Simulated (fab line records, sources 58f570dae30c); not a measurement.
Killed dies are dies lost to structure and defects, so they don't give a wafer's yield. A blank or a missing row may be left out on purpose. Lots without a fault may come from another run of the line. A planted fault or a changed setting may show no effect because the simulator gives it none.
Problem report in the 8D (eight disciplines) form, filled by code | flow berkeley_cmos170 | the parts of the form that need people (team, actions taken, sign-off) are left out

1. THE PROBLEM
dose_ions_cm2 at UCB170_PFIELD_IMPLANT_07 reads a mean of 1.8810e+13 on 9 wafers of 3 lots; wafers without a fault read 2.0002e+13 with a standard deviation of 2.3e+10. That is -52 standard deviations from the usual mean.
First seen on wafer L894.1, day 8 04:13, on implanter-04. The record holds 21 wafers of 7 lots with a number at this step. Rule for "out", or "out of limits": more than 4 standard deviations from the usual mean. The other wafers with a number count as sound.

2. WHAT IT IS AND WHAT IT IS NOT
question                    | is                     | is not
which readings at this step | dose_ions_cm2          | -
which lots                  | L894, L895, L896       | L881, L883, L898, L899
which wafers of those lots  | all that have a number | -
read on which tools         | implanter-04           | implanter-02, implanter-03
when                        | from day 8 04:13       | up to then (6 sound wafers); but 6 sound wafers of L898, L899 came after

3. SUSPECTS, AND WHAT RULES EACH OUT
Counting: a tool at a process step up to the reading stays a suspect if it ran every lot that is out and no sound lot after the first of them.
- implanter-04 at UCB170_PFIELD_IMPLANT_07: kept. It ran every lot that is out, first L894 (day 8 04:13), and no sound lot after that; its last sound lot up to then is L883 (day 5 21:14). Its own readings are out on those wafers: dose_ions_cm2.
Left after counting: implanter-04 at UCB170_PFIELD_IMPLANT_07.

4. THE CAUSE (what the simulator had put in)
Process parameter drift: implanter-04, from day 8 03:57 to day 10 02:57, at UCB170_PFIELD_IMPLANT_07. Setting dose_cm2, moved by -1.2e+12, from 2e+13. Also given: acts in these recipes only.
Counting left only this tool.

5. THE CHAIN OF EFFECTS, in route order
Each row: a reading whose mean over the struck wafers that have a number lies more than 3 standard deviations from the usual. Only readings for which the record gives a usual standard deviation are gone through. hours: the time from each lot's start at the first step in this table that gives one to its start at this step, as a median over the lots. sigmas: the change in usual standard deviations.
hours | step                     | reading            | usual      | on struck wafers | change      | sigmas
0     | UCB170_PFIELD_IMPLANT_07 | dose_ions_cm2      | 2.0002e+13 | 1.8810e+13       | -1.1924e+12 | -52
0     | UCB170_PFIELD_IMPLANT_07 | faraday_current_uA | 63.5       | 59.9             | -3.6        | -3.0
The process steps in it:
- UCB170_PFIELD_IMPLANT_07

6. WHAT WOULD HAVE CAUGHT IT SOONER
In this record the first reading out of limits was taken at day 8 04:13, 0 hours after the fault began at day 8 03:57.
